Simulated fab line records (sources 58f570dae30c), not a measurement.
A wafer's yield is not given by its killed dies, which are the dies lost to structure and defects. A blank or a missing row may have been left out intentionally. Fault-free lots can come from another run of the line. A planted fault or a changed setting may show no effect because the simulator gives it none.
A single fault, viewed from 2 desks / flow berkeleyCmos170 / each desk has only its own numbers; what lay behind them comes last

AT THE TOOL OWNER'S DESK: pvdSputter-04
The tool's own readings at UCB170_M2_SPUTTER_01 (material Al, target thk 900 nm, time 120 s): means of the sampled wafers that have a number, for each lot that ran on this tool. Any lot whose mean is over 4 standard deviations away from the usual mean is out of limits and marked OUT; that distance is given in the brackets.
Columns: A = cathodeDcPowerW at UCB170_M2_SPUTTER_01, usual 6000.0 W; B = throttleValvePct at UCB170_M2_SPUTTER_01, usual 30.0 %
lot=L429; first seen here=day 7 06:53; A=6000.3; B=29.7
lot=L431; first seen here=day 8 04:11; A=6364.2 (+99 or more) OUT; B=29.1
lot=L434; first seen here=day 8 13:54; A=6366.1 (+99 or more) OUT; B=29.0
This desk's finding: out of limits on L431, L434; first on L431, day 8 04:11 (cathodeDcPowerW at UCB170_M2_SPUTTER_01). In limits: L429.

THE METROLOGY DESK
What the gauges read, lot by lot, whatever tool the lot ran on: means of the sampled wafers that have a number. Any lot whose mean is over 4 standard deviations away from the usual mean is out of limits and marked OUT; that distance is given in the brackets.
Columns: A = cdNm at UCB170_V1_CD_MEAS_12, usual 700.3 nm; B = M2_AL_RS at UCB170_M2_RS_MEAS_02, usual 0.03207 ohm/sq; C = M2_AL_THK at UCB170_M2_THK_MEAS_03, usual 885 nm; D = M3_OVL at UCB170_M3_OVL_MEAS_16, usual -1 nm
lot=L429; first seen here=day 7 06:16; A=700.6; B=0.03211; C=886; D=-6
lot=L430; first seen here=day 7 08:30; A=700.4; B=0.03207; C=886; D=4
lot=L428; first seen here=day 7 08:47; A=698.0; B=0.03206; C=888; D=-3
lot=L431; first seen here=day 8 03:35; A=699.6; B=0.03027 (-8.2) OUT; C=939 (+6.4) OUT; D=-5
lot=L432; first seen here=day 8 03:50; A=701.4; B=0.03184; C=882; D=0
lot=L434; first seen here=day 8 13:18; A=702.6; B=0.03018 (-8.6) OUT; C=939 (+6.5) OUT; D=6
lot=L439; first seen here=day 9 07:05; A=699.2; B=0.03194; C=899; D=-0
lot=L440; first seen here=day 9 07:18; A=702.4; B=0.03205; C=893; D=5
lot=L441; first seen here=day 10 06:41; A=698.6; B=0.03184; C=890; D=5
lot=L445; first seen here=day 10 18:01; A=699.4; B=0.03225; C=880; D=2
lot=L448; first seen here=day 11 07:58; A=702.2; B=0.03220; C=872; D=-1
lot=L446; first seen here=day 11 12:43; A=700.6; B=0.03188; C=880; D=5
lot=L447; first seen here=day 11 12:51; A=700.2; B=0.03224; C=880; D=-2
lot=L449; first seen here=day 11 15:20; A=700.3; B=0.03188; C=882; D=1
This desk's result: L431, L434 out of limits, first on L431 (M2_AL_RS at UCB170_M2_RS_MEAS_02), day 8 04:18. In limits: L429, L430, L428, L432, L439, L440, L441, L445, L448, L446, L447, L449.

ALL TOGETHER
The tool owner's desk could have raised an alarm at day 8 04:11, on L431, L434.
The metrology desk could have raised an alarm at day 8 04:18, on L431, L434.
Every lot named ran UCB170_M2_SPUTTER_01 on pvdSputter-04.

WHAT THE SIMULATOR HAD INSERTED
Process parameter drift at UCB170_M2_SPUTTER_01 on pvdSputter-04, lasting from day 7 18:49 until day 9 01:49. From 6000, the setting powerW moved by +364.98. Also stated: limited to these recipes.
Struck lots among those shown: L431, L434.
Counting hours from when the fault started, the first reading out of limits came at 9 for the tool owner's desk and at 9 for the metrology desk.
